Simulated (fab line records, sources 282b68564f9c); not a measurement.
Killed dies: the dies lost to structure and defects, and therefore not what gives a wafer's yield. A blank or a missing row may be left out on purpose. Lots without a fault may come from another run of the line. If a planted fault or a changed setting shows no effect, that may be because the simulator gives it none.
Code-filled problem report in 8D (eight disciplines) form | flow rit cmos | the parts of the form that need people (team, actions taken, sign-off) are left out

== 1. WHAT IS WRONG ==
Wafers free of any fault read 0.0737 ohm/sq (standard deviation 0.0008) for M1_AL_RS at RIT_M1_RS_MEAS_01, against a mean of 0.1033 ohm/sq on 9 wafers of 3 lots. Measured from the usual mean, that is +37 standard deviations.
The step: measures by four-point-probe.
Earliest sighting: wafer L571.3 on film metro-02 at day 5 04:35. Wafers with a number at this step in the record: 39, from 13 lots. Rule for "out" (also "out of limits"): further than 4 standard deviations from the usual mean. The rest of the wafers with a number are treated as sound.

== 2. WHAT IT IS AND WHAT IT IS NOT ==
question                    | is                           | is not
which readings at this step | M1_AL_RS                     | -
which lots                  | L571, L573, L575             | L562, L563, L565, L567, L576, L578, L580, L581, L583, L585
which wafers of those lots  | all that have a number       | -
read on which gauges        | film metro-02, film metro-04 | film metro-03
when                        | from day 5 04:35             | up to then (12 sound wafers); but 18 sound wafers of L576, L578, L580, L581, L583, L585 came after

== 3. THE SUSPECTS, EACH WITH WHAT RULES IT OUT ==
Counting: a tool at any process step up to the reading remains a suspect when it ran all the lots that are out and ran no sound lot after the first of those.
- the gauge at RIT_M1_RS_MEAS_01: ruled out. Those wafers that are out were read across 2 gauges (film metro-02, film metro-04).
- pvd sputter-02 at RIT_M1_SPUTTER_00 (material Al, target thk 400 nm, time 500 s): kept. Every lot that is out went through it, starting with L571 (day 5 04:15), and after that it ran no sound lot; the last sound lot it ran before then is L567 (day 4 11:26).
After counting, what remains is pvd sputter-02 at RIT_M1_SPUTTER_00.

== 4. THE CAUSE (what the simulator had put in) ==
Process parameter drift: pvd sputter-02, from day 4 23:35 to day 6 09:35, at RIT_M1_SPUTTER_00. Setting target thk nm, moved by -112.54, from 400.
The count eliminated every tool but this one.

== 5. THE CHAIN OF EFFECTS, in route order ==
Each row: a reading where the mean over the struck wafers with a number is more than 3 standard deviations away from the usual. Scope: only readings with a usual standard deviation given in the record; hours: median across lots of the time from each lot's start at the first step in this table that gives one to its start at this step; sigmas: change in usual standard deviations.
hours | step                 | reading        | usual         | on struck wafers | change  | sigmas
0     | RIT_M1_RS_MEAS_01    | M1_AL_RS       | 0.0737 ohm/sq | 0.1033           | +0.0296 | +37
0     | RIT_M1_THK_MEAS_02   | M1_AL_THK      | 399 nm        | 287              | -112    | -22
1     | RIT_M1_METAL_ETCH_12 | oes product au | 0.773 a.u.    | 0.652            | -0.121  | -9.3
Here are the process steps it includes:
- RIT_M1_METAL_ETCH_12: etches Al in Cl2/BCl3, stops on SiO2, time 165 s, target depth 600 nm.

== 6. WHAT WOULD HAVE CAUGHT IT SOONER ==
Counted from the fault's start at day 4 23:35, it took 5 hours until the first out-of-limits reading at a measuring or inspecting step in this record, taken at day 5 04:35.
An alarm limit of 4 standard deviations would not have fired on the tool readings at RIT_M1_SPUTTER_00 for which the record gives a usual standard deviation, since none of them was out on any struck wafer.
Lots out: 3; of these, L573, L575 started RIT_M1_SPUTTER_00 on pvd sputter-02 after day 5 04:35. A hold on the tool at that time would have spared those 2.
